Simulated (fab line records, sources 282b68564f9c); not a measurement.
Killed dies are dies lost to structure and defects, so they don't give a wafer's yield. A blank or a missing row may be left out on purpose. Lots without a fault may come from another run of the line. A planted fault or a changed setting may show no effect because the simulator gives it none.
fab line records | flow rit_cmos
record lots=14 wafers=42 last_day=7
route steps=202 shown GATE@90
lots that met no fault: from a run of the same line without faults
start_h: hours from the record's first day to the start of the lot's first wafer shown | wait_h: hours since the lot's step before | " the same as in the row above | L1.1+2: a row that stands for several wafers | - no value, or no start given | * or withheld: withheld | < > ~ a bound
route shown NAME@n: a module of which the file shows steps, and the number in the route of the first | usual: mean/standard deviation of fault-free wafers | same: alike in all rows | chamber/n: place in a boat | sites: the reading at each site | _std_site: their standard deviation | _edge_site: outer sites' mean less inner sites' | radius_mm: how far each site lies from the wafer's centre | mask NAME#n: copy n | behind: the tool/chamber that last shaped the wafer | hold: why the lot was held/for how many hours/how that ended | device: the transistor (n, p or np) that didn't switch | end of line: the same wafers' tests at the end of the route | a step without rows: its recipe alone | killed: dies lost to structure and defects at the first sort, not the wafer's yield | map: a wafer's dies, x killed, . not, _ none there
set.NAME: the setting as run; set.NAME@STEP: as run at that earlier step | model.NAME: the simulator's own value behind a step, which no gauge read
steps of the route over a sample of lots; a table a step, a row a wafer
## steps
# step RIT_GATE_PEB_14
# recipe resist=NOVOLAK temp_c=withheld time_s=withheld
# usual chill_plate_temp_C=* exhaust_pa=44.8/0.92
# columns lot.wafer tool chamber start_h wait_h chill_plate_temp_C exhaust_pa
L111.1 litho_track-03 0 47.67 0.1 * 45.7
L111.4 " 0 " " * 44.1
L111.5 " 0 " " * 44.3
L112.1 litho_track-01 0 52.78 0.1 * 43.4
L112.2 " 0 " " * 44.8
L112.5 " 0 " " * 45.1
L113.2 litho_track-01 0 57.18 0.1 * 44.3
L113.5 " 0 " " * 45.2
L113.6 " 0 " " * 44.6
L115.2 litho_track-03 0 66.02 0.3 * 43.9
L115.3 " 0 " " * 44.8
L115.6 " 0 " " * 44.8
L116.2 litho_track-01 0 72.07 0.2 * 45.7
L116.5 " 0 " " * 44.5
L116.6 " 0 " " * 44.8
L117.3 litho_track-01 0 77.09 0.1 * 44.6
L117.4 " 0 " " * 45.1
L117.5 " 0 " " * 44.6
L118.1 litho_track-03 0 84.88 0.1 * 45.7
L118.5 " 0 " " * 44.8
L118.6 " 0 " " * 45.0
L119.1 litho_track-01 0 86.20 0.1 * 45.5
L119.2 " 0 " " * 45.5
L119.4 " 0 " " * 45.5
L120.2 litho_track-03 0 93.26 0.1 * 44.0
L120.5 " 0 " " * 43.8
L120.6 " 0 " " * 44.8
L122.2 litho_track-01 0 106.41 0.1 * 45.9
L122.3 " 0 " " * 46.1
L122.4 " 0 " " * 45.3
L123.4 litho_track-04 - 108.41 0.1 - -
L123.5 " - " " - -
L123.6 " - " " - -
L124.1 litho_track-01 - 112.31 0.1 - -
L124.4 " - " " - -
L124.6 " - " " - -
L125.1 litho_track-01 0 117.47 0.1 * 44.1
L125.3 " 0 " " * 44.4
L125.4 " 0 " " * 44.5
L132.4 litho_track-04 0 151.97 0.1 * 44.2
L132.5 " 0 " " * 44.2
L132.6 " 0 " " * 43.0
## key
first_sign step=RIT_GATE_PEB_14 reading=tool_record direction=missing
effect none on later readings
met_at RIT_GATE_PEB_14
struck_lots L123,L124
sort_left_out L123.4,L123.5,L123.6,L124.1,L124.4,L124.6
tester_left_out L123,L124
onset_between 106.41 108.41
fault kind=skipped_step_whole tool=litho_track-01,litho_track-04 chamber=- onset_h=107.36 steps=RIT_GATE_PEB_14 scope=struck_lots_only
# tester_left_out: of these lots the tester's yield and bins aren't shown, on N5 and GAA mostly nor the transistor test; their killed dies are dies lost to structure and defects alone, not to doping, threshold or leakage, so they don't give the yield
# sort_left_out: the simulated sort isn't trusted on such a fault, so these wafers' sort isn't shown, and their yield isn't known
